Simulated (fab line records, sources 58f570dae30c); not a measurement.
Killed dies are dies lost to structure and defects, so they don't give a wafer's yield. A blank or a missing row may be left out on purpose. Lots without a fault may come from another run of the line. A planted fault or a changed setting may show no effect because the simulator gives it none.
Which tool did it? | flow berkeley_cmos170 | 7 lots, 21 wafers sampled, at 2 steps of a route of 331

WHAT THE GAUGES READ, wafer by wafer
UCB170_NWELL_TW_MEAS_16.
lot  | measured    | on            | NWELL_TW
L206 | day 2 14:01 | film_metro-02 | 1240 1228 1235
L208 | day 3 07:32 | film_metro-02 | 1233 1230 1233
L213 | day 4 03:58 | film_metro-04 | 1250 1252 1251
L215 | day 4 17:59 | film_metro-03 | 1496 1492 1492
L220 | day 5 09:31 | film_metro-04 | 1496 1494 1496
L223 | day 6 03:02 | film_metro-02 | 1225 1234 1230
L226 | day 6 21:54 | film_metro-02 | 1232 1237 1235

WHICH TOOL RAN EACH LOT (tool, then ch and the chambers of the sampled wafers, then the start)
lot  | UCB170_NWELL_IMPLANT_14
L206 | implanter-03 ch 0, day 2 13:46
L208 | implanter-02 ch 0, day 3 07:17
L213 | implanter-04 ch 0, day 4 03:43
L215 | implanter-02 ch 0, day 4 17:46
L220 | implanter-02 ch 0, day 5 09:19
L223 | implanter-04 ch 0, day 6 02:47
L226 | implanter-03 ch 0, day 6 21:39
- UCB170_NWELL_IMPLANT_14

THE ANSWER, worked out from the rows above alone
Rule: what is usual is taken from the lots themselves. Put in order of their means at a reading, lots are off if they are a third of the lots or fewer, leave a main group of 4 or more, and stand apart from it by a gap of 3 or more times the standard deviation of the main group's means; of several such gaps the widest counts. A main group whose means are all the same, to the digits that the tables above print for the reading, isn't used. A lot without any number at a reading at which 4 lots or more have one is off too. The other lots that the step has rows for count as sound.
Off: L215, L220, at UCB170_NWELL_TW_MEAS_16 (NWELL_TW). The main group: mean 1236, standard deviation 7.6.
A tool fits if, at a process step before that reading, it ran every lot that is off, and no sound lot after the first of them. The gauges at UCB170_NWELL_TW_MEAS_16 are tried like those tools. One fits: implanter-02 at UCB170_NWELL_IMPLANT_14. Its last sound lot is L208 (day 3 07:17), its first lot that is off L215 (day 4 17:46): a fault that began between those two fits.

WHAT THE SIMULATOR HAD PUT IN
Process parameter drift: implanter-02, from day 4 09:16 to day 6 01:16, at UCB170_NWELL_IMPLANT_14. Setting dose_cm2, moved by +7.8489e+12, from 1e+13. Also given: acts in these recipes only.
Lots struck among those shown: L215, L220. The rule above found the same.
